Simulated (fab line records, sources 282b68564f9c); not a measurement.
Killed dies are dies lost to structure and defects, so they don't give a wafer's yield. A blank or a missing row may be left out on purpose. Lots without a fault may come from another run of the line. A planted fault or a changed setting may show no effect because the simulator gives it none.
A struck lot beside a sound one | flow rit_cmos | 25 steps out of a route of 202
Sound: wafers L188.3, L188.4, L188.5. Struck: wafers L194.1, L194.2, L194.5. The cause comes at the end.
At each step with rows: each side's tool, then ch and its chambers, then its first start. Under that, the readings that differ: sound wafers | struck wafers | difference of the means | sigmas: that difference in standard deviations of wafers without a fault.
alike: readings whose means differ by less than 2 such deviations, and words and numbers that are the same on both sides. not compared: withheld readings, readings that some wafer has no value for, bounds like >300 that may hide the same value, and numbers for which the record gives no deviation and whose values overlap.
The two part at a step that has a row with sigmas, a row that says differs or no value, or rows on one side only. Numbers that don't overlap but have no deviation are shown without sigmas and don't part them. A reading that every wafer of one side lacks parts them only if that side has two wafers or more.

first, 1 step without rows for these wafers: RIT_PRETRO_IMPLANT_08.
RIT_PRETRO_STRIP_09: strips in O2, time 180 s.
  sound on plasma_asher-03 ch 0,1, day 4 04:19; struck on plasma_asher-03 ch 0,1, day 5 09:58
  alike: drypump_motor_current_A
  not compared: rf_hours_counter_h
RIT_PRETRO_TW_MEAS_10:
  sound on film_metro-01, day 4 04:28; struck on film_metro-01, day 5 10:08
  alike: PRETRO_TW
then, 5 steps without rows for these wafers: RIT_GATE_WET_ETCH_00 (etches SiO2 in BOE, target depth 56 nm, time 60 s); RIT_GATE_CLEAN_01 (cleans in SC1, time 600 s); RIT_GATE_CLEAN_02 (cleans in dHF, time 30 s); RIT_GATE_CLEAN_03 (cleans in SC2, time 600 s); RIT_GATE_CLEAN_04 (cleans in dHF, time 60 s).
RIT_FOX2_THK_MEAS_91:
  sound on film_metro-04, day 4 04:58; struck on film_metro-04, day 5 10:38
  alike: FIELD_OXIDE_LEFT_2_THK
then, 2 steps without rows for these wafers: RIT_GATE_OXIDATION_05 (target thk 3 nm, ox time 270 s); RIT_GATE_ANNEAL_06 (time 600 s).
RIT_GATE_THK_MEAS_07:
  sound on film_metro-01, day 4 06:24; struck on film_metro-04, day 5 12:01
  alike: GATE_OXIDE_THK
RIT_GATE_CVD_08: deposits poly-Si from SiH4, target thk 250 nm, time 2220 s.
  sound on lpcvd-02 ch 1, day 4 06:26; struck on lpcvd-01 ch 1, day 5 12:05
  reading                                  | sound                | struck               | difference | sigmas
  spike_tc_centre_C (C)                    | 608.8 612.3 610.4    | 627.3 624.8 627.8    | +16.1      | +12
  spike_tc_load_C (C)                      | 632.7 637.4 635.5    | 647.7 646.4 645.1    | +11.2      | +5
  spike_tc_source_C (C)                    | 627.6 628.8 629.7    | 647.2 645.2 647.6    | +18.0      | +7
  susceptor_temp_C (C)                     | 609.91 609.66 609.56 | 624.57 624.76 624.85 | +15.02     | +65
  model.poly-Si_of_GATE_CVD_08.thk_nm (nm) | 247.7 249.6 249.8    | 354 355.8 356.4      | +106       |
  alike: pressure_mtorr
RIT_GATE_THK_MEAS_09:
  sound on film_metro-04, day 4 08:05; struck on film_metro-01, day 5 13:42
  reading            | sound             | struck            | difference | sigmas
  GATE_POLY_THK (nm) | 247.7 249.7 249.6 | 354.0 355.9 356.3 | +106.4     | +51
then, 6 steps without rows for these wafers: RIT_GATE_HMDS_10 (prime time 60 s); RIT_GATE_COAT_11 (resist thk 850 nm); RIT_GATE_SOFTBAKE_12 (time 60 s); RIT_GATE_EXPOSE_13 (exposes mask M6, target cd 150 nm); RIT_GATE_PEB_14; RIT_GATE_DEVELOP_15 (develop time 50 s).
RIT_GATE_CD_MEAS_16: target cd 150 nm.
  sound on cd_sem-01, day 4 09:00; struck on cd_sem-02, day 5 14:56
  alike: cd_nm
RIT_GATE_OVL_MEAS_17:
  sound on overlay-01, day 4 09:06; struck on overlay-02, day 5 15:03
  alike: GATE_OVL
then, 1 step without rows for these wafers: RIT_GATE_HARDBAKE_18 (time 60 s).
RIT_GATE_ETCH_19: etches poly-Si in SF6/CHF3/O2, stops on SiO2, time 165 s, target depth 312.5 nm.
  sound on rie_si-02 ch 1,2, day 4 09:25; struck on rie_si-02 ch 0,2,3, day 5 15:14
  reading                          | sound             | struck            | difference | sigmas
  oes_product_au (a.u.)            | 0.838 0.837 0.852 | 1.004 1.003 1.013 | +0.164     | +18
  model.etch.depth_nm (nm)         | 247.7 249.6 249.8 | 317 319.5 315.6   | +68        |
  model.GATE.feature_depth_nm (nm) | 247.7 249.6 249.8 | 317 319.5 315.6   | +68        |
  alike: drypump_motor_current_A, throttle_valve_pct
  not compared: rf_hours_counter_h
RIT_GATE_STRIP_20: strips in O2, time 180 s.
  sound on plasma_asher-01 ch 0,1, day 4 09:35; struck on plasma_asher-03 ch 0,1, day 5 15:21
  alike: drypump_motor_current_A
  not compared: rf_hours_counter_h

WHERE THEY PART
First at RIT_GATE_CVD_08; last, within this record, at RIT_GATE_ETCH_19. Later steps at which nothing parts them and some readings are alike: RIT_GATE_STRIP_20.

WHY: what the simulator had put in
Process parameter drift: lpcvd-01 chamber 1, from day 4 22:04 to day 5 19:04, at RIT_GATE_CVD_08. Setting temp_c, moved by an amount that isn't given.
